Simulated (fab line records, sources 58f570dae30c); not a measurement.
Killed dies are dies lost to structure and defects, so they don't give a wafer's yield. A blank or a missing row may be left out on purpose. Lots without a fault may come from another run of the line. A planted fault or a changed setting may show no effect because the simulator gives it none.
Which tool did it? | flow berkeley_cmos170 | 14 lots, 42 wafers sampled, at 4 steps of a route of 331

WHAT THE GAUGES READ, wafer by wafer
UCB170_V1_CD_MEAS_90: target cd 700 nm. Usual: cd_nm 700.0 nm, standard deviation 1.6.
lot  | measured     | on        | cd_nm (nm)        | flag
L954 | day 7 00:38  | cd_sem-01 | 697.7 695.9 698.1 |
L956 | day 7 22:33  | cd_sem-02 | - - -             | OFF
L955 | day 7 22:54  | cd_sem-01 | - - -             | OFF
L959 | day 8 03:11  | cd_sem-01 | 699.6 699.5 699.9 |
L961 | day 8 03:24  | cd_sem-01 | 700.2 701.2 699.3 |
L964 | day 9 06:07  | cd_sem-01 | 700.1 698.4 698.8 |
L966 | day 9 20:10  | cd_sem-01 | 699.3 699.7 700.7 |
L970 | day 10 08:21 | cd_sem-01 | 701.7 699.9 701.6 |
L969 | day 10 11:11 | cd_sem-02 | 702.9 700.5 699.1 |
L971 | day 11 07:23 | cd_sem-01 | 699.0 700.8 702.1 |
L973 | day 11 08:07 | cd_sem-01 | 697.6 699.0 697.1 |
L974 | day 11 08:39 | cd_sem-01 | 697.4 699.1 698.6 |
L975 | day 12 02:31 | cd_sem-01 | 699.3 700.4 698.3 |
L976 | day 12 02:37 | cd_sem-02 | 698.7 699.5 699.1 |

WHICH TOOL RAN EACH LOT (tool, then ch and the chambers of the sampled wafers, then the start)
lot  | UCB170_SDANNEAL_RTA_01           | UCB170_V1_ETCH_14                  | UCB170_V1_STRIP_15
L954 | rtp_anneal-01 ch 0, day 6 09:58  | rie_diel-01 ch 0,2, day 7 00:20    | plasma_asher-02 ch 0,1, day 7 00:32
L956 | rtp_anneal-01 ch 0, day 7 06:40  | rie_diel-01 ch 1,2,3, day 7 22:17  | plasma_asher-03 ch 0,1, day 7 22:27
L955 | rtp_anneal-01 ch 0, day 7 07:14  | rie_diel-02 ch 0,2, day 7 22:33    | plasma_asher-03 ch 0,1, day 7 22:44
L959 | rtp_anneal-02 ch 0, day 7 13:46  | rie_diel-01 ch 0,1, day 8 02:51    | plasma_asher-04 ch 0,1, day 8 03:04
L961 | rtp_anneal-02 ch 0, day 7 14:07  | rie_diel-03 ch 0,3, day 8 03:08    | plasma_asher-02 ch 0,1, day 8 03:18
L964 | rtp_anneal-01 ch 0, day 8 13:28  | rie_diel-02 ch 0,2,3, day 9 05:50  | plasma_asher-04 ch 0,1, day 9 06:01
L966 | rtp_anneal-02 ch 0, day 9 05:04  | rie_diel-03 ch 0,2,3, day 9 19:53  | plasma_asher-02 ch 1, day 9 20:04
L970 | rtp_anneal-01 ch 0, day 9 17:51  | rie_diel-02 ch 0,3, day 10 08:03   | plasma_asher-04 ch 0,1, day 10 08:14
L969 | rtp_anneal-02 ch 0, day 9 18:10  | rie_diel-01 ch 1,3, day 10 10:53   | plasma_asher-02 ch 1, day 10 11:04
L971 | rtp_anneal-02 ch 0, day 10 16:59 | rie_diel-02 ch 0,2,3, day 11 07:07 | plasma_asher-02 ch 0,1, day 11 07:17
L973 | rtp_anneal-01 ch 0, day 10 17:35 | rie_diel-03 ch 0,1,3, day 11 07:50 | plasma_asher-03 ch 0,1, day 11 08:01
L974 | rtp_anneal-01 ch 0, day 10 18:01 | rie_diel-01 ch 2,3, day 11 08:23   | plasma_asher-02 ch 0,1, day 11 08:33
L975 | rtp_anneal-01 ch 0, day 11 11:06 | rie_diel-01 ch 1,2,3, day 12 02:14 | plasma_asher-02 ch 0,1, day 12 02:25
L976 | rtp_anneal-02 ch 0, day 11 11:06 | rie_diel-03 ch 0,2,3, day 12 02:19 | plasma_asher-04 ch 0,1, day 12 02:30
- UCB170_SDANNEAL_RTA_01: time 5 s.
- UCB170_V1_ETCH_14: etches SiO2 in CHF3/CF4/Ar, stops on Al, target depth 1250 nm, time 291 s.
- UCB170_V1_STRIP_15: strips in O2.

WHAT THE TOOLS THEMSELVES READ (means of the sampled wafers that have a number; where no wafer has one, the mark that the record gives instead)
UCB170_SDANNEAL_RTA_01. Usual: lamp_power_pct 39 %, standard deviation 3.5; wafer_temp_C_max 1054.4, standard deviation 1.1.
lot  | tool          | lamp_power_pct (%) | wafer_temp_C_max | flag
L954 | rtp_anneal-01 | 42                 | 1055.4           |
L956 | rtp_anneal-01 | 42                 | 1054.9           |
L955 | rtp_anneal-01 | 42                 | 1056.1           |
L959 | rtp_anneal-02 | 35                 | 1054.1           |
L961 | rtp_anneal-02 | 35                 | 1054.1           |
L964 | rtp_anneal-01 | 42                 | 1055.0           |
L966 | rtp_anneal-02 | 35                 | 1053.2           |
L970 | rtp_anneal-01 | 42                 | 1055.1           |
L969 | rtp_anneal-02 | 35                 | 1054.5           |
L971 | rtp_anneal-02 | 35                 | 1053.6           |
L973 | rtp_anneal-01 | 42                 | 1055.0           |
L974 | rtp_anneal-01 | 42                 | 1055.1           |
L975 | rtp_anneal-01 | 42                 | 1054.6           |
L976 | rtp_anneal-02 | 35                 | 1053.6           |

UCB170_V1_ETCH_14. Usual: CHF3_flow_sccm 44.99 sccm, standard deviation 0.12; cf4_flow_sccm 15.00 sccm, standard deviation 0.044; drypump_motor_current_A 5.8 A, standard deviation 0.54; oes_product_au 0.867 a.u., standard deviation 0.015; throttle_valve_pct 6.93 %, standard deviation 0.13.
lot  | tool        | CHF3_flow_sccm (sccm) | cf4_flow_sccm (sccm) | drypump_motor_current_A (A) | oes_product_au (a.u.) | throttle_valve_pct (%) | flag
L954 | rie_diel-01 | 44.84                 | 14.99                | 6.4                         | 0.867                 | 6.96                   |
L956 | rie_diel-01 | -                     | -                    | -                           | -                     | -                      | OFF
L955 | rie_diel-02 | -                     | -                    | -                           | -                     | -                      | OFF
L959 | rie_diel-01 | 45.04                 | 14.99                | 5.9                         | 0.858                 | 7.07                   |
L961 | rie_diel-03 | 45.10                 | 14.99                | 6.2                         | 0.875                 | 6.89                   |
L964 | rie_diel-02 | 44.99                 | 15.00                | 5.9                         | 0.862                 | 6.87                   |
L966 | rie_diel-03 | 45.07                 | 14.98                | 5.9                         | 0.868                 | 6.99                   |
L970 | rie_diel-02 | 44.88                 | 15.05                | 5.7                         | 0.847                 | 6.93                   |
L969 | rie_diel-01 | 44.97                 | 14.98                | 5.5                         | 0.882                 | 6.94                   |
L971 | rie_diel-02 | 45.14                 | 15.06                | 5.9                         | 0.863                 | 6.86                   |
L973 | rie_diel-03 | 44.94                 | 15.00                | 5.9                         | 0.872                 | 6.85                   |
L974 | rie_diel-01 | 45.02                 | 14.99                | 6.4                         | 0.883                 | 6.90                   |
L975 | rie_diel-01 | 45.06                 | 15.05                | 5.9                         | 0.884                 | 6.91                   |
L976 | rie_diel-03 | 45.07                 | 15.03                | 5.9                         | 0.868                 | 7.00                   |

UCB170_V1_STRIP_15. Usual: drypump_motor_current_A 6.0 A, standard deviation 0.52; oes_product_au 0.722 a.u., standard deviation 0.0047; strip_time_to_endpoint_s 15.38 s, standard deviation 0.1.
lot  | tool            | drypump_motor_current_A (A) | oes_product_au (a.u.) | strip_time_to_endpoint_s (s) | flag
L954 | plasma_asher-02 | 5.9                         | 0.722                 | 15.29                        |
L956 | plasma_asher-03 | 6.2                         | 0.737                 | 21.68                        | OFF
L955 | plasma_asher-03 | 6.2                         | 0.729                 | 21.67                        | OFF
L959 | plasma_asher-04 | 6.2                         | 0.723                 | 15.51                        |
L961 | plasma_asher-02 | 5.8                         | 0.724                 | 15.37                        |
L964 | plasma_asher-04 | 6.2                         | 0.717                 | 15.40                        |
L966 | plasma_asher-02 | 5.6                         | 0.720                 | 15.52                        |
L970 | plasma_asher-04 | 6.2                         | 0.723                 | 15.42                        |
L969 | plasma_asher-02 | 5.6                         | 0.719                 | 15.54                        |
L971 | plasma_asher-02 | 5.9                         | 0.718                 | 15.35                        |
L973 | plasma_asher-03 | 6.2                         | 0.718                 | 15.31                        |
L974 | plasma_asher-02 | 5.8                         | 0.722                 | 15.40                        |
L975 | plasma_asher-02 | 5.9                         | 0.722                 | 15.35                        |
L976 | plasma_asher-04 | 6.2                         | 0.719                 | 15.41                        |

THE ANSWER, worked out from the rows above alone
Rule: a lot is off if the mean of its wafers that have a number lies more than 3 standard deviations from the usual mean. A lot without any number at a reading at which 4 lots or more have one is off too. The other lots that the step has rows for count as sound. The gauges are gone through in route order, then the tools' own readings, and for those a lot's mean is taken as printed above. The first step at which some lot is off is used, and at that step the reading that is off furthest; a lot without a number counts as furthest.
Off: L956, L955, at UCB170_V1_CD_MEAS_90 (cd_nm). Without a number there: L956, L955.
A tool fits if, at a process step before that reading, it ran every lot that is off, and no sound lot after the first of them. The gauges at UCB170_V1_CD_MEAS_90 aren't tried: what is off there is off at UCB170_V1_ETCH_14 too, on other tools, and a gauge's error can't cause that. None of those tried fits.

WHAT THE SIMULATOR HAD PUT IN
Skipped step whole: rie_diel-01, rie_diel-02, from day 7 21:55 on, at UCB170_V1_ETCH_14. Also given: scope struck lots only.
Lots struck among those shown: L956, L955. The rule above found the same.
